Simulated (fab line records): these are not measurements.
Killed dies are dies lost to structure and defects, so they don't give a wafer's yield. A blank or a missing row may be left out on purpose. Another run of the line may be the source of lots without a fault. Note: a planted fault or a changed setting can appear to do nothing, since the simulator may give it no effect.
Struck lot and sound lot, side by side	flow rit cmos	20 steps out of a route of 202
Sound: the wafers L131.1, L131.2, L131.6. The struck wafers were L140.1, L140.2, L140.6. At the end, the cause is stated.
Order at every step that has rows: each side's tool, ch and its chambers, its first start. Under that, the readings that differ: sound wafers	struck wafers	difference of the means	sigmas: that difference in standard deviations of wafers without a fault.
alike: readings with means less than 2 such deviations apart, plus words and numbers identical on both sides. not compared: withheld readings, readings lacking a value on some wafer, bounds such as >300 that could conceal the same value, and numbers that have no deviation in the record and whose values overlap.
The two part at a step that has a row with sigmas, a row that says differs or no value, or rows on one side only. Numbers that have no deviation but don't overlap get no sigmas and don't part them. Lack of a reading on every wafer of one side parts them only where that side has two or more wafers.

first, 2 steps without rows for these wafers: RIT_NWELL_HARDBAKE_07 (time 120 s); RIT_NWELL_IMPLANT_08.
RIT_NWELL_STRIP_09: strips in O2, time 180 s.
  sound on plasma asher-01 ch 0,1, day 1 21:04; struck on plasma asher-04 ch 0,1, day 3 17:46
  alike: drypump motor current A
  not compared: rf hours counter h
RIT_NWELL_TW_MEAS_10:
  struck on film metro-04, day 3 17:56; sound on film metro-04, day 1 21:14
  alike: NWELL_TW
then, 6 steps without rows for these wafers: RIT_PWELL_HMDS_00 (prime time 60 s); RIT_PWELL_COAT_01 (resist thk 1300 nm); RIT_PWELL_SOFTBAKE_02 (time 60 s); RIT_PWELL_EXPOSE_03 (exposes mask M3, target cd 43700 nm); RIT_PWELL_PEB_04; RIT_PWELL_DEVELOP_05 (develop time 68 s).
RIT_PWELL_OVL_MEAS_06:
  struck on overlay-02, day 3 19:00; sound on overlay-01, day 1 22:22
  alike: PWELL_OVL
then, 1 step without rows for these wafers: RIT_PWELL_HARDBAKE_07 (time 120 s).
RIT_PWELL_IMPLANT_08:
  sound on implanter-01 ch 0, day 1 22:39; struck on implanter-03 ch 0, day 3 19:17
reading	sound	struck	difference	sigmas
dose ions cm2	7.001e+13 7.008e+13 6.999e+13	1.2246e+14 1.224e+14 1.2243e+14	+5.2403e+13	+99 or more
faraday current uA	225 226 224	387 389 376	+159	+37
RIT_PWELL_STRIP_09: strips in O2, time 180 s.
  sound on plasma asher-03 ch 0,1, day 1 22:48; struck on plasma asher-04 ch 0,1, day 3 19:26
  alike: drypump motor current A
  not compared: rf hours counter h
RIT_PWELL_TW_MEAS_10:
  struck on film metro-04, day 3 19:37; sound on film metro-01, day 1 22:58
reading	sound	struck	difference	sigmas
PWELL_TW	959 963 962	1150 1156 1157	+193	+23
then, 1 step without rows for these wafers: RIT_WELLDRIVE_ANNEAL_00 (time 14700 s).
RIT_WELLDRIVE_RS_MEAS_01: a four-point-probe measurement.
  struck on film metro-04, day 4 00:45; sound on film metro-04, day 2 04:35
  alike: NWELL_RS
RIT_WELLDRIVE_RS_MEAS_02: a four-point-probe measurement.
  struck on film metro-04, day 4 00:52; sound on film metro-04, day 2 04:42
reading	sound	struck	difference	sigmas
PWELL_RS (ohm/sq)	429.1 427.2 428.0	304.7 304.5 304.7	-123.5	-99 or more
then, 1 step without rows for these wafers: RIT_NRETRO_HMDS_00 (prime time 60 s).
RIT_M1_PROBE_99:
  struck on prober-02, day 5 05:43; sound on prober-01, day 3 10:49
reading	sound	struck	difference	sigmas
model.etest.nmos_0p3.r on ohm um	2234 2212 2174	2767 2751 2738	+545	
model.etest.nmos_0p15.r on ohm um	1151 1142 1097	1336 1291 1314	+184	
model.etest.pwell pinched.rs ohm sq	458.7 452.7 455.2	321.3 315.7 320.4	-136.4	
model.etest.nmos turned.drive ua um	316.8 320.8 332	213.7 202.9 210.2	-114.3	
model.etest.nmos_0p15.drive ua um	452.2 457.7 472.5	350.2 346.7 362.6	-107.6	
model.etest.pwell.rs ohm sq	409.3 405.6 410.2	293.8 296.6 292.9	-113.9	
model.etest.nmos_0p3.drive ua um	210.2 215.4 216.5	145.6 142.1 146.5	-69.3	
model.etest.nmos narrow.drive ua um	212.3 218.5 218.3	141 138 143.9	-75	
  alike: killed at contacts, killed at front end, killed dies, killed on rim, killed open, killed short

## WHERE THEY PART
Last at RIT_WELLDRIVE_RS_MEAS_02 as far as this record goes, first at RIT_PWELL_IMPLANT_08. Later steps at which nothing parts them and some readings are alike: RIT_M1_PROBE_99.

WHY: whatever the simulator had introduced
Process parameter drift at RIT_PWELL_IMPLANT_08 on implanter-03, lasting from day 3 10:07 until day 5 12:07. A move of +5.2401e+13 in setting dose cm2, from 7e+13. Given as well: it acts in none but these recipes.
